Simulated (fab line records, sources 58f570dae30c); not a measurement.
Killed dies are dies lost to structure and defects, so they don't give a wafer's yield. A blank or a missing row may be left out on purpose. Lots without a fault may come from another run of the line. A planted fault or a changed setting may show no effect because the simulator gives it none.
One fault seen from 2 desks | flow berkeley_cmos170 | each desk has only its own numbers; what lay behind them comes last

THE METROLOGY DESK
What the gauges read, lot by lot, whatever tool the lot ran on: means of the sampled wafers that have a number. A lot is out of limits, marked OUT, if its mean lies more than 4 standard deviations from the usual mean; the brackets give that distance.
Columns: A = V1_BOW at UCB170_V1_BOW_MEAS_03, usual 18 um; B = M2_AL_RS at UCB170_M2_RS_MEAS_02, usual 0.0321 ohm/sq; C = V2_POLISHED_THK at UCB170_V2_THK_MEAS_04, usual 1000.0 nm
lot  | first seen here | A  | B      | C
L328 | day 7 10:10     | 13 | 0.0321 | 998.9
L327 | day 7 10:16     | 33 | 0.0322 | 999.4
L330 | day 8 03:23     | 17 | 0.0326 | 1000.0
L329 | day 8 03:45     | 15 | 0.0318 | 998.8
L333 | day 8 17:05     | 19 | 0.0322 | 1001.2
L332 | day 8 17:06     | 25 | 0.0323 | 1000.7
L335 | day 9 06:53     | 11 | 0.0314 | 998.9
L336 | day 9 06:55     | 16 | 0.0322 | 1001.5
L339 | day 9 20:53     | 11 | 0.0316 | 1000.0
L340 | day 10 06:46    | 17 | 0.0318 | 1000.5
L341 | day 10 06:46    | 24 | 0.0321 | 999.6
L346 | day 11 01:37    | 10 | 0.0320 | 1001.1
L345 | day 11 01:55    | 21 | 0.0326 | 998.9
L349 | day 12 04:11    | 10 | 0.0323 | 999.6
This desk's finding: nothing out of limits on any of the 14 lots.

THE TOOL OWNER'S DESK: litho_track-02
The tool's own readings at UCB170_M3_HMDS_04 (prime time 60 s): means of the sampled wafers that have a number, for each lot that ran on this tool. A lot is out of limits, marked OUT, if its mean lies more than 4 standard deviations from the usual mean; the brackets give that distance.
Columns: A = prime_temp_c at UCB170_M3_HMDS_04, usual 100.01 C
lot  | first seen here | A
L328 | day 7 18:50     | 99.88
L333 | day 9 00:43     | 100.12
L336 | day 9 15:53     | 100.06
L346 | day 11 10:42    | 102.14 (+16) OUT
L345 | day 11 11:09    | 102.23 (+17) OUT
This desk's finding: out of limits on L345, L346; first on L346, day 11 10:42 (prime_temp_c at UCB170_M3_HMDS_04). In limits: L328, L333, L336.

PUT TOGETHER
The tool owner's desk could have raised an alarm at day 11 10:42, on L345, L346.
The metrology desk saw nothing out of limits.
The metrology desk has L345, L346 on record, within its limits.
Of the lots named, all ran UCB170_M3_HMDS_04 on litho_track-02.

WHAT THE SIMULATOR HAD PUT IN
Process parameter drift: litho_track-02, from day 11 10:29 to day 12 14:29, at UCB170_M3_HMDS_04. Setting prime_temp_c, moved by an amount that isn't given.
Lots struck among those shown: L345, L346.
Hours from the fault's start to each desk's first reading out of limits: the tool owner's desk, 0.
